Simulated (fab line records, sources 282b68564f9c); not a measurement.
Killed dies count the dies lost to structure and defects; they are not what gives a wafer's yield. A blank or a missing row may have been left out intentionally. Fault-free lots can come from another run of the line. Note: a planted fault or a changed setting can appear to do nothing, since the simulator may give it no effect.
Which tool is to blame?	flow rit cmos	Sampling: 14 lots, 42 wafers, 2 of 202 route steps

== WHAT THE GAUGES SHOWED, per wafer ==
RIT_GATE_THK_MEAS_09.
lot	measured	on	GATE_POLY_THK (nm)
L793	day 2 20:53	film metro-03	252.1 251.3 249.3
L794	day 2 22:12	film metro-04	249.7 250.1 249.9
L795	day 3 02:42	film metro-04	245.4 245.5 244.2
L798	day 3 14:28	film metro-01	220.6 219.4 220.8
L800	day 3 22:19	film metro-03	214.0 212.8 215.0
L801	day 4 04:05	film metro-04	253.8 249.6 252.8
L806	day 5 03:59	film metro-01	251.7 250.8 252.6
L808	day 5 13:43	film metro-01	250.8 249.2 248.3
L809	day 5 19:19	film metro-01	249.0 251.3 249.6
L811	day 6 05:01	film metro-04	252.5 252.0 252.7
L812	day 6 10:09	film metro-03	248.9 250.6 248.5
L814	day 6 20:19	film metro-03	251.2 250.5 250.7
L815	day 7 01:19	film metro-04	249.6 248.3 249.3
L816	day 7 06:28	film metro-01	250.4 249.7 248.2

== TOOL THAT RAN EACH LOT (tool first, then ch and the chambers of the sampled wafers, then the start) ==
lot	RIT_GATE_CVD_08
L793	lpcvd-01 ch 1, day 2 19:16
L794	lpcvd-02 ch 0, day 2 20:35
L795	lpcvd-02 ch 0, day 3 00:16
L798	lpcvd-02 ch 1, day 3 12:49
L800	lpcvd-02 ch 1, day 3 20:43
L801	lpcvd-01 ch 1, day 4 02:27
L806	lpcvd-01 ch 1, day 5 02:22
L808	lpcvd-01 ch 1, day 5 12:05
L809	lpcvd-01 ch 1, day 5 17:41
L811	lpcvd-01 ch 0, day 6 03:23
L812	lpcvd-01 ch 0, day 6 08:32
L814	lpcvd-02 ch 1, day 6 18:41
L815	lpcvd-02 ch 1, day 6 23:42
L816	lpcvd-01 ch 0, day 7 04:51
- RIT_GATE_CVD_08: deposits poly-Si from SiH4, target thk 250 nm, time 2220 s.

== AS READ BY THE TOOLS THEMSELVES (means over the sampled wafers that have a number; for cases with no such wafer, the mark the record gives instead) ==
RIT_GATE_CVD_08.
lot	tool	spike tc centre C (C)	spike tc source C (C)	susceptor temp C (C)
L793	lpcvd-01	612.0	630.5	609.97
L794	lpcvd-02	614.0	635.1	610.00
L795	lpcvd-02	613.3	634.4	609.98
L798	lpcvd-02	605.5	622.3	604.44
L800	lpcvd-02	605.7	622.0	604.40
L801	lpcvd-01	611.2	631.3	610.19
L806	lpcvd-01	613.4	631.2	610.01
L808	lpcvd-01	613.2	631.0	609.85
L809	lpcvd-01	612.3	631.7	609.72
L811	lpcvd-01	611.2	631.0	609.93
L812	lpcvd-01	611.5	631.1	610.20
L814	lpcvd-02	611.6	626.8	610.19
L815	lpcvd-02	612.1	628.1	609.66
L816	lpcvd-01	611.3	631.1	609.89

== THE ANSWER, worked out from the rows above alone ==
Rule: the lots themselves supply what counts as usual. The widest of any qualifying gaps counts: lots, ordered by their means at a reading, are off when they make up no more than a third of the lots, leave a main group of 4 or more, and stand apart from it by 3 or more times the standard deviation of that group's means. The tables above print the reading to a certain number of digits; a main group whose means all agree to those digits is not used. A lot without any number at a reading at which 4 lots or more have one is off too. Where the step has rows for the other lots, those lots are counted as sound. Order of review: gauges by route order, followed by the tools' own readings, for which a lot's mean as printed above is used. The first step at which some lot is off is used, and at that step the reading that is off furthest; a lot without a number counts as furthest.
Off: L798, L800, seen at RIT_GATE_THK_MEAS_09 (GATE_POLY_THK). The main group has a mean of 250.0 nm with a standard deviation of 1.8.
If a tool, at a process step before that reading, ran all the lots that are off and no sound lot after the first of them, it fits. Not tried: the gauges at RIT_GATE_THK_MEAS_09; whatever is off there is also off at RIT_GATE_CVD_08, on other tools, and gauge error can't account for it. Of those tried, none fits.

== WHAT HAD BEEN PUT IN BY THE SIMULATOR ==
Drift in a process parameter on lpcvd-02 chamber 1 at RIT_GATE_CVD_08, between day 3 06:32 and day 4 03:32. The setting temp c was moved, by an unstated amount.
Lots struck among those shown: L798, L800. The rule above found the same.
